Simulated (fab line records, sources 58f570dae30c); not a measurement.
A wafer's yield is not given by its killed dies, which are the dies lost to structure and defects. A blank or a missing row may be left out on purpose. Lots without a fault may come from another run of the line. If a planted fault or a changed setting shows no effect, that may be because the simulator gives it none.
Lot-split experiment + flow berkeley_cmos170 + route with 331 steps; 5 lots, 23 wafers read

## ON THE SPLIT
At UCB170_NWELL_CVD_04 (deposits Si3N4 from SiH2Cl2/NH3, target thk 224 nm, time 3360 s), the setting pressure_mtorr was moved away from the recipe's 200 mTorr on 20 of the 23 wafers read, by -13.5% to +6.9%. For the rest of the wafers, this setting stayed at what the recipe calls for.

The file shows no step between the split and the reading.

## THE READING
NWELL_NITRIDE_THK, in nm, at UCB170_NWELL_THK_MEAS_05. Typical for fault-free wafers on this fab line: 223.6 nm, with standard deviation 2.1 nm.

| wafer  | tool, chamber at the split | pressure_mtorr as run, mTorr | against the recipe | NWELL_NITRIDE_THK, nm | against lot-mates on the recipe |
|--------|----------------------------|------------------------------|--------------------|-----------------------|---------------------------------|
| L076.1 | lpcvd-01, 1                | 200                          | recipe             | 224.4                 | -                               |
| L076.5 | lpcvd-01, 1                | 200                          | recipe             | 224.3                 | -                               |
| L076.6 | lpcvd-01, 1                | 200                          | recipe             | 222.4                 | -                               |
| L080.1 | -, -                       | 173                          | -13.5%             | 215.8                 | no lot-mate on the recipe       |
| L080.2 | -, -                       | 173                          | -13.5%             | 216.9                 | no lot-mate on the recipe       |
| L080.3 | -, -                       | 173                          | -13.5%             | 214.3                 | no lot-mate on the recipe       |
| L080.4 | -, -                       | 173                          | -13.5%             | 215.9                 | no lot-mate on the recipe       |
| L080.5 | -, -                       | 173                          | -13.5%             | 217.0                 | no lot-mate on the recipe       |
| L082.1 | -, -                       | 213.5                        | +6.7%              | 224.1                 | no lot-mate on the recipe       |
| L082.2 | -, -                       | 213.5                        | +6.7%              | 226.9                 | no lot-mate on the recipe       |
| L082.4 | -, -                       | 213.5                        | +6.7%              | 228.4                 | no lot-mate on the recipe       |
| L082.5 | -, -                       | 213.5                        | +6.7%              | 225.3                 | no lot-mate on the recipe       |
| L082.6 | -, -                       | 213.5                        | +6.7%              | 224.3                 | no lot-mate on the recipe       |
| L081.2 | -, -                       | 183.6                        | -8.2%              | 221.3                 | no lot-mate on the recipe       |
| L081.3 | -, -                       | 183.6                        | -8.2%              | 220.2                 | no lot-mate on the recipe       |
| L081.4 | -, -                       | 183.6                        | -8.2%              | 219.2                 | no lot-mate on the recipe       |
| L081.5 | -, -                       | 183.6                        | -8.2%              | 217.9                 | no lot-mate on the recipe       |
| L081.6 | -, -                       | 183.6                        | -8.2%              | 217.7                 | no lot-mate on the recipe       |
| L085.1 | -, -                       | 213.8                        | +6.9%              | 226.7                 | no lot-mate on the recipe       |
| L085.2 | -, -                       | 213.8                        | +6.9%              | 226.8                 | no lot-mate on the recipe       |
| L085.4 | -, -                       | 213.8                        | +6.9%              | 226.1                 | no lot-mate on the recipe       |
| L085.5 | -, -                       | 213.8                        | +6.9%              | 225.9                 | no lot-mate on the recipe       |
| L085.6 | -, -                       | 213.8                        | +6.9%              | 225.5                 | no lot-mate on the recipe       |

THE FIT
A straight line over all 23 wafers: NWELL_NITRIDE_THK changes by +0.483 nm for each +1% of pressure_mtorr; r = +0.96; the points scatter about the line by 1.3 nm.
Too few moved wafers have a lot-mate on the recipe to fit a line with each lot's own level taken away.

## THE WHOLE CHAIN: every reading that the file lists as answering this split, in the file's order
| step                     | what it does                                                                 | reading                                                                       | change (the file's fit)               | r (the file's) |
|--------------------------|------------------------------------------------------------------------------|-------------------------------------------------------------------------------|---------------------------------------|----------------|
| UCB170_NWELL_CVD_04      | deposits Si3N4 from SiH2Cl2/NH3, target thk 224 nm, time 3360 s              | Si3N4_of_NWELL_CVD_04.thk_nm (the simulator's own value, which no gauge read) | +0.489 nm for each +1% of the setting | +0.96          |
| UCB170_NWELL_THK_MEAS_05 |                                                                              | NWELL_NITRIDE_THK                                                             | +0.484 for each +1% of the setting    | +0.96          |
| UCB170_NWELL_ETCH_13     | etches Si3N4 in CH3F/Ar/O2, stops on SiO2, target depth 246.4 nm, time 154 s | etch.depth_nm (the simulator's own value, which no gauge read)                | +0.497 nm for each +1% of the setting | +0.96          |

## FILE'S OWN FIT
NWELL_NITRIDE_THK changes by +0.484 nm for each +1% of pressure_mtorr, r = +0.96.
